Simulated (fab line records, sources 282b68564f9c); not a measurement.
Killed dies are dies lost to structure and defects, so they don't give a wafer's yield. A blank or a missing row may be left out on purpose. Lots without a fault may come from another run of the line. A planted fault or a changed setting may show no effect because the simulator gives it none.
Which tool did it? | flow rit_cmos | 13 lots, 39 wafers sampled, at 4 steps of a route of 202

WHAT THE GAUGES READ, wafer by wafer
RIT_ACTIVE_BOW_MEAS_00. Usual: INCOMING_BOW 1 um, standard deviation 6.7.
lot  | measured    | on            | INCOMING_BOW (um) | flag
L323 | day 1 10:01 | film_metro-03 | 16 -5 11          |
L324 | day 1 15:00 | film_metro-04 | 1 3 -9            |
L325 | day 1 20:01 | film_metro-02 | -5 0 -5           |
L326 | day 2 01:01 | film_metro-04 | 5 -2 -5           |
L327 | day 2 06:00 | film_metro-04 | 3 4 2             |
L328 | day 2 11:00 | film_metro-02 | 15 -17 3          |
L329 | day 2 16:02 | film_metro-02 | 14 8 8            |
L341 | day 5 04:00 | film_metro-04 | -7 1 6            |
L342 | day 5 09:01 | film_metro-03 | 9 4 9             |
L343 | day 5 14:00 | film_metro-03 | -3 9 -8           |
L344 | day 5 19:01 | film_metro-03 | 2 -3 -3           |
L345 | day 6 00:01 | film_metro-04 | 2 7 -11           |
L346 | day 6 05:00 | film_metro-04 | -2 1 -7           |

RIT_WELLDRIVE_RS_MEAS_01: measures by four-point-probe. Usual: NWELL_RS 275.3 ohm/sq, standard deviation 0.83.
lot  | measured    | on            | NWELL_RS (ohm/sq) | flag
L323 | day 2 07:48 | film_metro-02 | 276.8 276.2 276.0 |
L324 | day 2 12:52 | film_metro-01 | 274.4 275.2 274.9 |
L325 | day 2 16:58 | film_metro-04 | 276.5 275.7 277.0 |
L326 | day 2 21:55 | film_metro-02 | 275.3 275.5 275.6 |
L327 | day 3 03:11 | film_metro-02 | 275.1 276.0 276.4 |
L328 | day 3 06:30 | film_metro-04 | 274.6 275.3 275.1 |
L329 | day 3 11:38 | film_metro-02 | 274.7 275.2 275.9 |
L341 | day 5 23:30 | film_metro-01 | 273.8 274.0 273.7 |
L342 | day 6 04:37 | film_metro-04 | 276.4 275.4 275.8 |
L343 | day 6 07:43 | film_metro-01 | 275.7 274.0 275.6 |
L344 | day 6 14:17 | film_metro-04 | 275.7 274.1 274.0 |
L345 | day 6 19:58 | film_metro-02 | 275.3 275.8 274.8 |
L346 | day 7 00:58 | film_metro-04 | 276.1 276.7 275.9 |

RIT_SILICIDE_THK_MEAS_03: measures by xrf. Usual: SILICIDE_TI_THK 28.7 nm, standard deviation 0.37.
lot  | measured    | on            | SILICIDE_TI_THK (nm) | flag
L323 | day 3 08:23 | film_metro-04 | 29.1 28.7 29.1       |
L324 | day 3 12:23 | film_metro-01 | 28.9 28.2 28.4       |
L325 | day 3 17:36 | film_metro-01 | 28.0 28.6 28.6       |
L326 | day 3 21:14 | film_metro-03 | 28.8 28.7 28.7       |
L327 | day 4 04:18 | film_metro-01 | 28.4 28.2 28.6       |
L328 | day 4 09:34 | film_metro-04 | 29.1 29.2 29.1       |
L341 | day 7 00:41 | film_metro-03 | 28.5 28.3 28.6       |
L342 | day 7 03:08 | film_metro-01 | 28.4 29.0 29.2       |
L343 | day 7 07:57 | film_metro-04 | 28.6 28.0 28.9       |
L344 | day 7 12:10 | film_metro-01 | 28.4 28.9 28.7       |
L345 | day 7 20:58 | film_metro-01 | 29.1 28.4 28.7       |
L346 | day 7 22:29 | film_metro-01 | 29.0 28.6 28.1       |

WHICH TOOL RAN EACH LOT (tool, then ch and the chambers of the sampled wafers, then the start)
lot  | RIT_PLDD_STRIP_09
L323 | plasma_asher-03 ch 0,1, day 3 01:20
L324 | plasma_asher-03 ch 0,1, day 3 05:10
L325 | plasma_asher-04 ch 0, day 3 10:29
L326 | plasma_asher-01 ch 0,1, day 3 13:52
L327 | plasma_asher-03 ch 0,1, day 3 21:25
L328 | plasma_asher-01 ch 0, day 4 01:44
L329 | plasma_asher-01 ch 0,1, day 4 05:17
L341 | plasma_asher-01 ch 0,1, day 6 17:22
L342 | plasma_asher-04 ch 0,1, day 6 19:40
L343 | plasma_asher-01 ch 0,1, day 7 00:57
L344 | plasma_asher-04 ch 0,1, day 7 05:14
L345 | plasma_asher-01 ch 0,1, day 7 13:24
L346 | plasma_asher-04 ch 0,1, day 7 15:35
- RIT_PLDD_STRIP_09: strips in O2, time 180 s.

WHAT THE TOOLS THEMSELVES READ (means of the sampled wafers that have a number; where no wafer has one, the mark that the record gives instead)
RIT_PLDD_STRIP_09. Usual: drypump_motor_current_A 5.7 A, standard deviation 0.62; run_length_s 208.4 s, standard deviation 0.45.
lot  | tool            | drypump_motor_current_A (A) | run_length_s (s) | flag
L323 | plasma_asher-03 | 5.1                         | 208.2            |
L324 | plasma_asher-03 | 5.1                         | 208.3            |
L325 | plasma_asher-04 | 5.8                         | 207.7            |
L326 | plasma_asher-01 | 5.3                         | 208.7            |
L327 | plasma_asher-03 | 5.1                         | 208.4            |
L328 | plasma_asher-01 | 5.8                         | 208.8            |
L329 | plasma_asher-01 | 5.3                         | 72.2             | OFF
L341 | plasma_asher-01 | 5.3                         | 208.6            |
L342 | plasma_asher-04 | 6.5                         | 208.2            |
L343 | plasma_asher-01 | 5.6                         | 208.6            |
L344 | plasma_asher-04 | 6.2                         | 208.0            |
L345 | plasma_asher-01 | 5.3                         | 208.5            |
L346 | plasma_asher-04 | 6.2                         | 208.1            |

THE ANSWER, worked out from the rows above alone
Rule: a lot is off if the mean of its wafers that have a number lies more than 3 standard deviations from the usual mean. A lot without any number at a reading at which 4 lots or more have one is off too. The other lots that the step has rows for count as sound. The gauges are gone through in route order, then the tools' own readings, and for those a lot's mean is taken as printed above. The first step at which some lot is off is used, and at that step the reading that is off furthest; a lot without a number counts as furthest.
Off: L329, at RIT_PLDD_STRIP_09 (run_length_s).
A tool fits if, at that step or a process step before it, it ran every lot that is off, and no sound lot after the first of them. None of those tried fits.

WHAT THE SIMULATOR HAD PUT IN
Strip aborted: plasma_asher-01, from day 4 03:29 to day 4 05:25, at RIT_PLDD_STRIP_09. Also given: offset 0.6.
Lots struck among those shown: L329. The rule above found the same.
